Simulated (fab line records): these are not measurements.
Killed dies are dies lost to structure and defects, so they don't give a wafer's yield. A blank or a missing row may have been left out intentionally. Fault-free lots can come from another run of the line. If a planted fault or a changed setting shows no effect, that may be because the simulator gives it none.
Problem report in the 8D (eight disciplines) form, filled by code :: flow rit_cmos :: the parts of the form that need people (team, actions taken, sign-off) are left out

== 1. THE ISSUE ==
Across 6 wafers from 2 lots, ACTIVE_OXIDE_THK at RIT_ACTIVE_THK_MEAS_02 averages 71.1 nm, while fault-free wafers read 46.6 nm with a standard deviation of 0.89. Measured from the usual mean, that is +28 standard deviations.
First observed at day 3 21:35: wafer L145.1, on film_metro-03. The record has a number at this step for 42 wafers belonging to 14 lots. Rule for "out" (also "out of limits"): further than 4 standard deviations from the usual mean. The other wafers with a number count as sound.

== 2. WHAT IT IS; WHAT IT IS NOT ==
question: which readings at this step
is: ACTIVE_OXIDE_THK
is not: -

question: which lots
is: L145, L146
is not: L134, L136, L137, L138, L140, L141, L142, L143, L148, L150, L155, L156

question: which wafers of those lots
is: all that have a number
is not: -

question: read on which gauges
is: film_metro-03, film_metro-04
is not: film_metro-01

question: when
is: from day 3 21:35
is not: up to then (24 sound wafers); but 12 sound wafers of L148, L150, L155, L156 came after

== 3. WHAT RULES OUT EACH SUSPECT ==
Counting: a tool at a process step up to the reading stays a suspect if it ran every lot that is out and no sound lot after the first of them.
- ruled out: the gauge at RIT_ACTIVE_THK_MEAS_02. Those wafers that are out were read across 2 gauges (film_metro-03, film_metro-04).
- furnace-04 at RIT_ACTIVE_OXIDATION_01 (target thk 46.8 nm, ox time 3360 s): kept. Every lot that is out went through it, starting with L145 (day 3 19:40), and after that it ran no sound lot; the last sound lot it ran before then is L143 (day 3 09:32).
Left after counting: furnace-04 at RIT_ACTIVE_OXIDATION_01.

== 4. THE CAUSE (what the simulator had put in) ==
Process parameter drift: furnace-04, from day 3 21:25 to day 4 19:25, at RIT_ACTIVE_OXIDATION_01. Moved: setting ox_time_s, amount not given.
This tool alone remained once counting was done.

== 5. THE CHAIN OF EFFECTS, in route order ==
Each row: a reading whose mean over the struck wafers that have a number lies more than 3 standard deviations from the usual. Only readings for which the record gives a usual standard deviation are gone through. hours: the time from each lot's start at the first step in this table that gives one to its start at this step, as a median over the lots. sigmas: the change in usual standard deviations.
hours: 0
step: RIT_ACTIVE_THK_MEAS_02
reading: ACTIVE_OXIDE_THK
usual: 46.6 nm
on struck wafers: 71.1
change: +24.5
sigmas: +28

== 6. HOW IT WOULD HAVE BEEN CAUGHT EARLIER ==
The first out-of-limits reading at a measuring or inspecting step in this record came at day 3 21:35, 0 hours after the fault's start at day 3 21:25.
L146, from the lots that are out (2), started RIT_ACTIVE_OXIDATION_01 on furnace-04 later than day 3 21:35. A hold on the tool at that time would have spared it.
